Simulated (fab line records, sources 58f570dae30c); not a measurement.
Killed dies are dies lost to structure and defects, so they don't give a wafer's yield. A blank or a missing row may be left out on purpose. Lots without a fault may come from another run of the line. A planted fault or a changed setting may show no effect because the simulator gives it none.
Which tool did it? | flow berkeley_cmos170 | 7 lots, 21 wafers sampled, at 2 steps of a route of 331

WHAT THE GAUGES READ, wafer by wafer
UCB170_CONTACT_THK_MEAS_02.
lot  | measured     | on            | CONTACT_PSG_THK (nm)
L289 | day 9 01:08  | film_metro-01 | 699 701 703
L290 | day 9 11:49  | film_metro-03 | 706 708 704
L293 | day 9 13:35  | film_metro-01 | 702 704 704
L297 | day 10 11:41 | film_metro-02 | 703 699 700
L296 | day 10 11:39 | film_metro-01 | 696 700 698
L299 | day 11 12:44 | film_metro-03 | 707 703 705
L303 | day 12 07:14 | film_metro-02 | 710 710 709

WHICH TOOL RAN EACH LOT (tool, then ch and the chambers of the sampled wafers, then the start)
lot  | UCB170_NLDD_IMPLANT_09
L289 | implanter-01 ch 0, day 8 11:59
L290 | implanter-03 ch 0, day 8 18:46
L293 | implanter-03 ch 0, day 9 02:10
L297 | implanter-01 ch 0, day 9 20:47
L296 | implanter-03 ch 0, day 9 20:58
L299 | implanter-01 ch 0, day 10 22:00
L303 | implanter-01 ch 0, day 11 12:14
- UCB170_NLDD_IMPLANT_09

THE ANSWER, worked out from the rows above alone
Rule: what is usual is taken from the lots themselves. Put in order of their means at a reading, lots are off if they are a third of the lots or fewer, leave a main group of 4 or more, and stand apart from it by a gap of 3 or more times the standard deviation of the main group's means; of several such gaps the widest counts. A main group whose means are all the same, to the digits that the tables above print for the reading, isn't used. A lot without any number at a reading at which 4 lots or more have one is off too. The other lots that the step has rows for count as sound.
No lot is off at any reading shown: from this, nothing can be told.

WHAT THE SIMULATOR HAD PUT IN
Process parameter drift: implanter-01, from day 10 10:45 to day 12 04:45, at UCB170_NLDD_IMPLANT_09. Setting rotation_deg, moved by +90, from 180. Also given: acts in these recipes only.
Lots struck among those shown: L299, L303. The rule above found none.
